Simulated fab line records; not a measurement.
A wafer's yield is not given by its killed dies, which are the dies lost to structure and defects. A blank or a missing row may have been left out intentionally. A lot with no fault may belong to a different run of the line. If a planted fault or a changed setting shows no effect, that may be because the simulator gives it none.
The same fault as seen by 2 desks -- flow berkeley_cmos170 -- numbers are kept per desk, each desk with only its own; the story behind them comes last

## DESK OF THE TOOL OWNER: pecvd-03
The tool's own readings at UCB170_SPACER_CVD_00 (deposits SiO2 from TEOS/O2, target thk 376 nm, time 47 s): means of the sampled wafers that have a number, for each lot that ran on this tool. If a lot's mean is further than 4 standard deviations from the usual mean, the lot is out of limits and carries the mark OUT (the distance appears in the brackets).
Columns: A = heater_power_w at UCB170_SPACER_CVD_00, usual 279 W; B = rf_fwd_power_W at UCB170_SPACER_CVD_00, usual 544.5 W
lot,first seen here,A,B
L541,day 8 23:04,368,544.4
L543,day 9 18:42,344,547.1
L545,day 10 14:22,360,544.3
L552,day 11 18:50,356,546.7
L549,day 11 20:01,338,546.6
This desk's finding: nothing out of limits on any of the 5 lots.

## THE METROLOGY DESK
What the gauges read, lot by lot, whatever tool the lot ran on: means of the sampled wafers that have a number. If a lot's mean is further than 4 standard deviations from the usual mean, the lot is out of limits and carries the mark OUT (the distance appears in the brackets).
Columns: A = INCOMING_BOW at UCB170_START_BOW_MEAS_00, usual 0 um; B = SPACER_TEOS_THK at UCB170_SPACER_THK_MEAS_01, usual 375 nm; C = cd_nm at UCB170_M3_CD_MEAS_15, usual 700.5 nm
lot,first seen here,A,B,C
L534,day 1 10:04,1,375,700.7
L536,day 1 20:01,7,380,701.3
L537,day 2 01:01,1,372,701.0
L538,day 2 06:00,-1,381,698.9
L539,day 2 11:01,1,371,700.8
L541,day 2 21:00,-7,378,703.3
L542,day 3 02:04,3,374,701.1
L543,day 3 07:00,-0,377,700.1
L544,day 3 12:00,-7,374,697.6
L545,day 3 17:01,-3,381,698.9
L546,day 3 22:00,1,375,699.9
L549,day 4 13:01,1,340 (-6.9) OUT,703.4
L552,day 5 04:01,-1,333 (-8.2) OUT,699.9
L556,day 6 00:02,-3,381,702.1
This desk's finding: out of limits on L549, L552; first on L552, day 11 18:53 (SPACER_TEOS_THK at UCB170_SPACER_THK_MEAS_01). L534, L536, L537, L538, L539, L541, L542, L543, L544, L545, L546, L556 stayed within limits.

## PUT TOGETHER
L549, L552 would have let the metrology desk raise an alarm at day 11 18:53.
The tool owner's desk saw nothing out of limits.
On record at the tool owner's desk: L549, L552, within its limits.
The lots listed all ran UCB170_SPACER_CVD_00 on pecvd-03.

## WHAT WAS PUT IN BY THE SIMULATOR
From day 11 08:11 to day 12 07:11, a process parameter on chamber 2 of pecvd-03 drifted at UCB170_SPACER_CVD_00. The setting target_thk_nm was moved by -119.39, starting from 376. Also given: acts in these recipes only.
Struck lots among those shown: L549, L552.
Per desk, hours elapsed from the start of the fault to the first reading out of limits: for the metrology desk, 11.
